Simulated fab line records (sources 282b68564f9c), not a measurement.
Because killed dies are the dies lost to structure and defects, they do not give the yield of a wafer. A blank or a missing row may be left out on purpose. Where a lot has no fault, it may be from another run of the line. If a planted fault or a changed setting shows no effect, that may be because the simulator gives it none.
What tool caused it?    flow rit_cmos    Sampling: 7 lots, 21 wafers, 2 of 202 route steps

== WHAT EACH GAUGE READ, for each wafer ==
RIT_NRETRO_TW_MEAS_10.
lot   measured     on             NRETRO_TW
L207  day 2 19:34  film_metro-01  1039 1040 1039
L210  day 3 12:16  film_metro-02  1067 1068 1061
L214  day 4 10:31  film_metro-02  1054 1052 1043
L221  day 5 18:55  film_metro-02  974 979 977
L223  day 6 05:44  film_metro-03  1055 1050 1054
L225  day 6 15:19  film_metro-01  1044 1045 1040
L227  day 7 07:04  film_metro-02  1058 1056 1054

== TOOL THAT RAN EACH LOT (tool first, then ch and the chambers of the sampled wafers, then the start) ==
lot   RIT_NRETRO_IMPLANT_08
L207  implanter-01 ch 0, day 2 19:16
L210  implanter-02 ch 0, day 3 11:56
L214  implanter-01 ch 0, day 4 10:11
L221  implanter-02 ch 0, day 5 18:35
L223  implanter-01 ch 0, day 6 05:25
L225  implanter-04 ch 0, day 6 14:59
L227  implanter-01 ch 0, day 7 06:46
- RIT_NRETRO_IMPLANT_08

== THE ANSWER, worked out from the rows above alone ==
Rule: the lots themselves supply what counts as usual. Put in order of their means at a reading, lots are off if they are a third of the lots or fewer, leave a main group of 4 or more, and stand apart from it by a gap of 3 or more times the standard deviation of the main group's means; of several such gaps the widest counts. Not used: any main group whose means are identical at the precision the tables above print for the reading. A lot without any number at a reading at which 4 lots or more have one is off too. The other lots that the step has rows for count as sound.
Off: at RIT_NRETRO_TW_MEAS_10 (NRETRO_TW), L221. For the main group the mean is 1051 and the standard deviation 8.5.
A tool fits if, at a process step before that reading, it ran every lot that is off, and no sound lot after the first of them. Those tools and the gauges at RIT_NRETRO_TW_MEAS_10 are tried in the same way. One candidate fits, namely implanter-02 at RIT_NRETRO_IMPLANT_08. A fault onset in the window from L210 (day 3 11:56, its last sound lot) to L221 (day 5 18:35, its first lot off) fits.

== WHAT THE SIMULATOR HAD PUT IN ==
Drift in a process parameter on implanter-02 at RIT_NRETRO_IMPLANT_08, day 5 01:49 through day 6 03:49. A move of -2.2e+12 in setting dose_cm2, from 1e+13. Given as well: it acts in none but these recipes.
Lots struck among those shown: L221. Same finding as the rule above.
